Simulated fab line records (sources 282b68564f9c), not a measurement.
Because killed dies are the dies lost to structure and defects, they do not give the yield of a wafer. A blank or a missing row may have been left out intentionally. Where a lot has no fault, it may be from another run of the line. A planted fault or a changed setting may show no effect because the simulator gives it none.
Which tool was responsible? | flow rit cmos | 7 lots, 21 wafers sampled, at 2 steps of a route of 202

== WHAT EACH GAUGE READ, for each wafer ==
RIT_FOX1_THK_MEAS_01.
lot  | measured    | on            | FOX1_OXIDE_THK (nm)
L871 | day 2 04:25 | film metro-02 | 342 344 343
L873 | day 2 15:14 | film metro-02 | 541 528 539
L882 | day 4 12:53 | film metro-01 | 550 536 542
L884 | day 4 20:48 | film metro-02 | 348 351 353
L886 | day 5 08:46 | film metro-03 | 358 360 358
L888 | day 5 17:38 | film metro-03 | 347 352 349
L890 | day 6 06:00 | film metro-02 | 358 356 361

== EACH LOT AND THE TOOL THAT RAN IT (in order: tool; ch and the chambers of the sampled wafers; start) ==
lot  | RIT_FOX1_OXIDATION_00
L871 | furnace-01 ch 0, day 2 03:06
L873 | furnace-01 ch 0, day 2 12:27 and furnace-03 ch 0, day 2 13:56
L882 | furnace-03 ch 0, day 4 10:01
L884 | furnace-01 ch 0, day 4 19:29
L886 | furnace-04 ch 0, day 5 07:26
L888 | furnace-01 ch 0, day 5 16:19
L890 | furnace-03 ch 0, day 6 04:41
- RIT_FOX1_OXIDATION_00: target thk 350.7 nm, ox time 1130 s.

== THE ANSWER, worked out from the rows above alone ==
Rule: what is usual is taken from the lots themselves. The widest of any qualifying gaps counts: lots, ordered by their means at a reading, are off when they make up no more than a third of the lots, leave a main group of 4 or more, and stand apart from it by 3 or more times the standard deviation of that group's means. If all means in a main group match to the digits the tables above print for the reading, that group is not used. A lot without any number at a reading at which 4 lots or more have one is off too. All remaining lots with rows at the step are treated as sound.
Off: L873, L882, seen at RIT_FOX1_THK_MEAS_01 (FOX1_OXIDE_THK). Mean 352 nm and standard deviation 5.9 in the main group.
If a tool, at a process step before that reading, ran all the lots that are off and no sound lot after the first of them, it fits. Those tools and the gauges at RIT_FOX1_THK_MEAS_01 are tried in the same way. Not one of the candidates tried fits.

== WHAT HAD BEEN PUT IN BY THE SIMULATOR ==
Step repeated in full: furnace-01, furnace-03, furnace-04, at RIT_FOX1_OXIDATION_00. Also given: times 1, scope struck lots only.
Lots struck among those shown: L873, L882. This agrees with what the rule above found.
